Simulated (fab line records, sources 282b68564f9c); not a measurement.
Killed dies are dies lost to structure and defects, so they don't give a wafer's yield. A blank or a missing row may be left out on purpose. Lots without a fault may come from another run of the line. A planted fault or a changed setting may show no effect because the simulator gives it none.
A struck lot beside a sound one | flow rit_cmos | 14 steps out of a route of 202
Sound: wafers L418.3, L418.4, L418.5. Struck: wafers L424.1, L424.4, L424.6. The cause comes at the end.
At each step with rows: each side's tool, then ch and its chambers, then its first start. Under that, the readings that differ: sound wafers | struck wafers | difference of the means | sigmas: that difference in standard deviations of wafers without a fault.
alike: readings whose means differ by less than 2 such deviations, and words and numbers that are the same on both sides. not compared: withheld readings, readings that some wafer has no value for, bounds like >300 that may hide the same value, and numbers for which the record gives no deviation and whose values overlap.
The two part at a step that has a row with sigmas, a row that says differs or no value, or rows on one side only. Numbers that don't overlap but have no deviation are shown without sigmas and don't part them. A reading that every wafer of one side lacks parts them only if that side has two wafers or more.

RIT_ACTIVE_BOW_MEAS_00:
  sound on film_metro-02, day 1 20:02; struck on film_metro-03, day 3 02:00
  alike: INCOMING_BOW
then, 1 step without rows for these wafers: RIT_ACTIVE_OXIDATION_01 (target thk 46.8 nm, ox time 3290 s).
RIT_ACTIVE_THK_MEAS_02:
  sound on film_metro-02, day 1 22:08; struck on film_metro-04, day 3 04:03
  reading               | sound          | struck         | difference | sigmas
  ACTIVE_OXIDE_THK (nm) | 46.7 46.7 46.3 | 44.3 43.8 44.9 | -2.2       | -3
then, 1 step without rows for these wafers: RIT_ACTIVE_CVD_03 (deposits Si3N4 from SiH2Cl2/NH3, target thk 150 nm, time 1500 s).
RIT_ACTIVE_THK_MEAS_04:
  sound on film_metro-02, day 2 00:19; struck on film_metro-03, day 3 05:32
  alike: ACTIVE_NITRIDE_THK
then, 5 steps without rows for these wafers: RIT_ACTIVE_HMDS_05 (prime time 60 s); RIT_ACTIVE_COAT_06 (resist thk 1000 nm); RIT_ACTIVE_SOFTBAKE_07 (time 60 s); RIT_ACTIVE_EXPOSE_08 (exposes mask M1, target cd 1400 nm); RIT_ACTIVE_PEB_09.
RIT_ACTIVE_DEVELOP_10: develop time 50 s.
  sound on litho_track-04 ch 0, day 2 01:00; struck on litho_track-02 ch 0, day 3 06:00
  reading              | sound             | struck            | difference | sigmas
  developer_temp_C (C) | 22.93 23.10 22.83 | 25.18 25.27 25.37 | +2.32      | +19
RIT_ACTIVE_CD_MEAS_11: target cd 1400 nm.
  sound on cd_sem-01, day 2 01:15; struck on cd_sem-02, day 3 06:26
  alike: cd_nm
then, 1 step without rows for these wafers: RIT_ACTIVE_HARDBAKE_12 (time 60 s).
RIT_M1_PROBE_99:
  the record has rows for the struck wafers here (prober-01, day 5 03:55) and none for the sound ones

WHERE THEY PART
First at RIT_ACTIVE_THK_MEAS_02; last, within this record, at RIT_M1_PROBE_99.

WHY: what the simulator had put in
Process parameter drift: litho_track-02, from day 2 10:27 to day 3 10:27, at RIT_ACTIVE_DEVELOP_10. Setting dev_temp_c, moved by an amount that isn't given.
